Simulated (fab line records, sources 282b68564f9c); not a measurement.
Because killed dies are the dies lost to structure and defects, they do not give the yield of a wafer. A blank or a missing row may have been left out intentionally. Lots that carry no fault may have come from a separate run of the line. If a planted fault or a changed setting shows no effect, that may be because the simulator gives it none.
A lot that was struck, set against a sound lot | flow rit cmos | 23 out of 202 route steps
Sound: the wafers L916.1, L916.2, L916.3. Wafers L928.1, L928.4, L928.5 were the ones struck. The cause comes at the end.
For every step that has rows: the tool of each side, followed by ch and its chambers, followed by its first start. Under that, the readings that differ: sound wafers | struck wafers | difference of the means | sigmas: that difference in standard deviations of wafers without a fault.
alike: words and numbers the same on both sides, and readings whose means are apart by under 2 such deviations; not compared: readings that were withheld, readings missing a value for some wafer, numbers with overlapping values and no deviation given by the record, and bounds like >300 which may hide the same value.
The two part at a step that has a row with sigmas, a row that says differs or no value, or rows on one side only. Non-overlapping numbers with no deviation appear without sigmas and do not part them. A reading that every wafer of one side lacks parts them only if that side has two wafers or more.

first, 5 steps without rows for these wafers: RIT_GATE_WET_ETCH_00 (etches SiO2 in BOE, target depth 56 nm, time 60 s); RIT_GATE_CLEAN_01 (cleans in SC1, time 600 s); RIT_GATE_CLEAN_02 (cleans in dHF, time 30 s); RIT_GATE_CLEAN_03 (cleans in SC2, time 600 s); RIT_GATE_CLEAN_04 (cleans in dHF, time 60 s).
RIT_FOX2_THK_MEAS_91:
  sound: film metro-01 at day 2 15:00; struck: film metro-04 at day 5 03:55
  alike: FIELD_OXIDE_LEFT_2_THK
then, 2 steps without rows for these wafers: RIT_GATE_OXIDATION_05 (target thk 3 nm, ox time 270 s); RIT_GATE_ANNEAL_06 (time 600 s).
RIT_GATE_THK_MEAS_07:
  sound: film metro-01 at day 2 18:26; struck: film metro-03 at day 5 05:43
  alike: GATE_OXIDE_THK
then, 1 step without rows for these wafers: RIT_GATE_CVD_08 (deposits poly-Si from SiH4, target thk 250 nm, time 2220 s).
RIT_GATE_THK_MEAS_09:
  sound: film metro-01 at day 2 23:13; struck: film metro-03 at day 5 07:23
  alike: GATE_POLY_THK
then, 1 step without rows for these wafers: RIT_GATE_HMDS_10 (prime time 60 s).
RIT_GATE_COAT_11: resist thk 850 nm.
  sound on litho track-04 ch 0, day 2 23:31; struck on litho track-03 ch 0, day 5 07:36
  reading                                   | sound                | struck               | difference | sigmas
  spin speed rpm (rpm)                      | 4248.4 4249.4 4249.1 | 4042.2 4040.9 4042.4 | -207.1     | -74
  model.NOVOLAK_of_GATE_COAT_11.thk nm (nm) | 850.4 849.7 847.2    | 872.1 874.3 872.9    | +24.0      |
then, 4 steps without rows for these wafers: RIT_GATE_SOFTBAKE_12 (time 60 s); RIT_GATE_EXPOSE_13 (exposes mask M6, target cd 150 nm); RIT_GATE_PEB_14; RIT_GATE_DEVELOP_15 (develop time 50 s).
RIT_GATE_CD_MEAS_16: target cd 150 nm.
  sound: cd sem-02 at day 3 00:13; struck: cd sem-02 at day 5 08:18
  alike: cd nm
RIT_GATE_OVL_MEAS_17:
  sound: overlay-01 at day 3 00:20; struck: overlay-02 at day 5 08:25
  reading       | sound       | struck        | difference | sigmas
  GATE_OVL (nm) | 1.4 3.8 1.9 | 0.2 -0.9 -0.6 | -2.8       | -2
then, 1 step without rows for these wafers: RIT_GATE_HARDBAKE_18 (time 60 s).
RIT_GATE_ETCH_19: etches poly-Si in SF6/CHF3/O2, stops on SiO2, time 165 s, target depth 312.5 nm.
  sound on rie si-01 ch 0,1,3, day 3 00:31; struck on rie si-01 ch 0,2, day 5 08:37
  reading                                   | sound             | struck            | difference | sigmas
  model.NOVOLAK_of_GATE_COAT_11.thk nm (nm) | 667.8 671.6 668.2 | 684.5 693.5 691.8 | +20.7      |
  model.GATE.cd nm (nm)                     | 150.3 149.2 151.8 | 153.3 152.5 153.5 | +2.7       |
  alike: CHF3_flow_sccm, drypump motor current A, oes product au, throttle valve pct
  not compared: rf hours counter h
RIT_GATE_STRIP_20: strips in O2, time 180 s.
  sound on plasma asher-01 ch 0,1, day 3 00:37; struck on plasma asher-04 ch 0,1, day 5 08:43
  alike: drypump motor current A
  not compared: rf hours counter h
RIT_M1_PROBE_99:
  sound: prober-02 at day 3 21:13; struck: prober-01 at day 6 06:16
  reading                                   | sound                | struck               | difference | sigmas
  model.etest.ring.delay ps                 | 27.82 27.31 27.32    | 28.53 28.96 28.61    | +1.22      |
  model.etest.nmos_0p15.off log10 a um      | -9.802 -9.747 -10.01 | -10.58 -10.44 -10.58 | -0.68      |
  model.etest.ring.quiet log10 a (angstrom) | -7.691 -7.583 -7.866 | -8.202 -8.094 -8.108 | -0.421     |
  model.etest.nmos_0p15.vt sat v (V)        | 0.2737 0.2669 0.2834 | 0.3228 0.3206 0.3266 | +0.0487    |
  alike: killed at front end, killed dies, killed open, killed short
  not compared: model.etest.npoly line.line ohm um, model.etest.ppoly line.width nm, model.etest.npoly line.width nm

== WHERE THEY PART ==
First at RIT_GATE_COAT_11; last, within this record, at RIT_GATE_OVL_MEAS_17. Later steps at which nothing parts them and some readings are alike: RIT_GATE_ETCH_19, RIT_GATE_STRIP_20, RIT_M1_PROBE_99.

WHY: whatever the simulator had introduced
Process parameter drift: litho track-03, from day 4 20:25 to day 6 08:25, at RIT_GATE_COAT_11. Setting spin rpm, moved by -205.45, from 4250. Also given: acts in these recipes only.
